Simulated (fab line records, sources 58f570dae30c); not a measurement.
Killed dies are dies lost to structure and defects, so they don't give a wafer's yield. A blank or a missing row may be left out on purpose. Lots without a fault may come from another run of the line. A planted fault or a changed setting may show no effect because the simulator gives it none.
Which tool did it? | flow berkeley_cmos170 | 13 lots, 39 wafers sampled, at 4 steps of a route of 331

WHAT THE GAUGES READ, wafer by wafer
UCB170_ACTIVE_CD_MEAS_13: target cd 1200 nm. Usual: cd_nm 1199.6 nm, standard deviation 1.4.
lot  | measured    | on        | cd_nm (nm)           | flag
L329 | day 4 03:55 | cd_sem-02 | 1198.3 1199.1 1199.3 |
L330 | day 4 04:12 | cd_sem-01 | 1200.1 1201.2 1199.6 |
L331 | day 4 04:02 | cd_sem-02 | 1202.2 1201.8 1201.7 |
L332 | day 4 18:35 | cd_sem-01 | 1198.7 1199.8 1199.5 |
L333 | day 4 18:58 | cd_sem-01 | 1200.3 1200.2 1200.4 |
L340 | day 6 13:48 | cd_sem-01 | 1199.6 1199.5 1198.9 |
L344 | day 7 02:26 | cd_sem-01 | 1200.0 1198.7 1199.0 |
L343 | day 7 02:15 | cd_sem-01 | 1199.3 1199.9 1199.8 |
L346 | day 7 14:38 | cd_sem-01 | 1197.5 1197.2 1198.2 |
L347 | day 8 01:42 | cd_sem-02 | 1201.0 1200.4 1200.6 |
L348 | day 8 13:43 | cd_sem-01 | 1199.8 1197.4 1198.5 |
L349 | day 8 13:26 | cd_sem-02 | 1201.3 1200.6 1199.6 |
L352 | day 9 00:04 | cd_sem-01 | 1200.9 1200.1 1200.3 |

UCB170_ACTIVE_OVL_MEAS_14. Usual: ACTIVE_OVL -1 nm, standard deviation 5.7.
lot  | measured    | on         | ACTIVE_OVL (nm) | flag
L329 | day 4 04:02 | overlay-02 | 7 5 1           |
L330 | day 4 04:18 | overlay-02 | 7 0 -2          |
L331 | day 4 04:09 | overlay-01 | -11 -1 -1       |
L332 | day 4 18:41 | overlay-01 | -7 -2 -3        |
L333 | day 4 19:05 | overlay-02 | -2 -8 -1        |
L340 | day 6 13:55 | overlay-02 | 0 -7 3          |
L344 | day 7 02:34 | overlay-02 | 6 6 10          |
L343 | day 7 02:20 | overlay-02 | -6 -1 -3        |
L346 | day 7 14:46 | overlay-02 | -2 6 1          |
L347 | day 8 01:49 | overlay-02 | 3 6 5           |
L348 | day 8 13:50 | overlay-02 | 0 4 -5          |
L349 | day 8 13:33 | overlay-02 | -2 2 0          |
L352 | day 9 00:10 | overlay-02 | -9 -3 -8        |

WHICH TOOL RAN EACH LOT (tool, then ch and the chambers of the sampled wafers, then the start)
lot  | UCB170_NWELL_PEB_10              | UCB170_NWELL_STRIP_15
L329 | litho_track-02 ch 0, day 2 05:28 | plasma_asher-02 ch 0,1, day 2 06:01
L330 | litho_track-04 ch 0, day 2 09:50 | plasma_asher-02 ch 0,1, day 2 10:22
L331 | litho_track-03 ch 0, day 2 09:50 | plasma_asher-04 ch 0,1, day 2 10:22
L332 | litho_track-03 ch 0, day 2 18:38 | plasma_asher-04 ch 0,1, day 2 19:10
L333 | litho_track-02 ch 0, day 2 22:24 | plasma_asher-04 ch 0,1, day 2 22:58
L340 | litho_track-02 ch 0, day 4 18:00 | plasma_asher-03 ch 0,1, day 4 18:34
L344 | litho_track-04 ch 0, day 5 07:19 | plasma_asher-04 ch 0,1, day 5 07:53
L343 | litho_track-02 ch 0, day 5 07:37 | plasma_asher-02 ch 0,1, day 5 08:10
L346 | litho_track-04 ch 0, day 5 15:50 | plasma_asher-04 ch 0,1, day 5 16:22
L347 | litho_track-03 ch 0, day 6 04:12 | plasma_asher-04 ch 0,1, day 6 04:44
L348 | litho_track-03 ch 0, day 6 09:44 | plasma_asher-03 ch 1, day 6 10:17
L349 | litho_track-03 ch 0, day 6 10:01 | plasma_asher-04 ch 0,1, day 6 10:33
L352 | litho_track-03 ch 0, day 7 02:45 | plasma_asher-03 ch 0,1, day 7 03:17
- UCB170_NWELL_PEB_10
- UCB170_NWELL_STRIP_15: strips in O2.

WHAT THE TOOLS THEMSELVES READ (means of the sampled wafers that have a number; where no wafer has one, the mark that the record gives instead)
UCB170_NWELL_PEB_10. Usual: heater_power_total_W 56.80 W, standard deviation 0.043; plate_temp_C 130.00 C, standard deviation 0.14.
lot  | tool           | heater_power_total_W (W) | plate_temp_C (C) | flag
L329 | litho_track-02 | 56.82                    | 130.00           |
L330 | litho_track-04 | 56.81                    | 130.09           |
L331 | litho_track-03 | 56.87                    | 130.03           |
L332 | litho_track-03 | 56.79                    | 130.14           |
L333 | litho_track-02 | 56.78                    | 130.12           |
L340 | litho_track-02 | 55.84                    | 128.31           | OFF
L344 | litho_track-04 | 56.80                    | 129.92           |
L343 | litho_track-02 | 55.86                    | 128.19           | OFF
L346 | litho_track-04 | 56.79                    | 129.98           |
L347 | litho_track-03 | 56.79                    | 130.01           |
L348 | litho_track-03 | 56.79                    | 129.94           |
L349 | litho_track-03 | 56.83                    | 130.17           |
L352 | litho_track-03 | 56.84                    | 129.97           |

UCB170_NWELL_STRIP_15. Usual: chamber_pressure_mTorr 3500 mTorr, standard deviation 3.1; drypump_motor_current_A 5.7 A, standard deviation 0.38; oes_product_au 0.720 a.u., standard deviation 0.0042; strip_time_to_endpoint_s 17.98 s, standard deviation 0.075.
lot  | tool            | chamber_pressure_mTorr (mTorr) | drypump_motor_current_A (A) | oes_product_au (a.u.) | strip_time_to_endpoint_s (s) | flag
L329 | plasma_asher-02 | 3501                           | 6.3                         | 0.717                 | 17.99                        |
L330 | plasma_asher-02 | 3503                           | 6.3                         | 0.718                 | 17.94                        |
L331 | plasma_asher-04 | 3502                           | 5.4                         | 0.721                 | 17.89                        |
L332 | plasma_asher-04 | 3495                           | 5.4                         | 0.723                 | 17.90                        |
L333 | plasma_asher-04 | 3499                           | 5.4                         | 0.722                 | 18.00                        |
L340 | plasma_asher-03 | 3501                           | 5.6                         | 0.721                 | 17.93                        |
L344 | plasma_asher-04 | 3500                           | 5.4                         | 0.718                 | 17.96                        |
L343 | plasma_asher-02 | 3500                           | 6.3                         | 0.720                 | 17.95                        |
L346 | plasma_asher-04 | 3499                           | 5.4                         | 0.720                 | 18.09                        |
L347 | plasma_asher-04 | 3500                           | 5.5                         | 0.718                 | 17.99                        |
L348 | plasma_asher-03 | 3501                           | 5.5                         | 0.720                 | 17.96                        |
L349 | plasma_asher-04 | 3498                           | 5.4                         | 0.718                 | 17.93                        |
L352 | plasma_asher-03 | 3501                           | 5.6                         | 0.723                 | 17.96                        |

THE ANSWER, worked out from the rows above alone
Rule: a lot is off if the mean of its wafers that have a number lies more than 3 standard deviations from the usual mean. A lot without any number at a reading at which 4 lots or more have one is off too. The other lots that the step has rows for count as sound. The gauges are gone through in route order, then the tools' own readings, and for those a lot's mean is taken as printed above. The first step at which some lot is off is used, and at that step the reading that is off furthest; a lot without a number counts as furthest.
Off: L340, L343, at UCB170_NWELL_PEB_10 (heater_power_total_W).
A tool fits if, at that step or a process step before it, it ran every lot that is off, and no sound lot after the first of them. One fits: litho_track-02 at UCB170_NWELL_PEB_10. Its last sound lot is L333 (day 2 22:24), its first lot that is off L340 (day 4 18:00): a fault that began between those two fits.
The tool's own readings at UCB170_NWELL_PEB_10 bear it out: on the lots that are off they differ by more than 5 times the standard deviation of the sound lots' means. heater_power_total_W reads 55.85 W there against 56.81 W on the sound lots; plate_temp_C reads 128.25 C there against 130.03 C on the sound lots.

WHAT THE SIMULATOR HAD PUT IN
Process parameter drift: litho_track-02, from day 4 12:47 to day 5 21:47, at UCB170_NWELL_PEB_10. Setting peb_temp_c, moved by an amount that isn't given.
Lots struck among those shown: L340, L343. The rule above found the same.
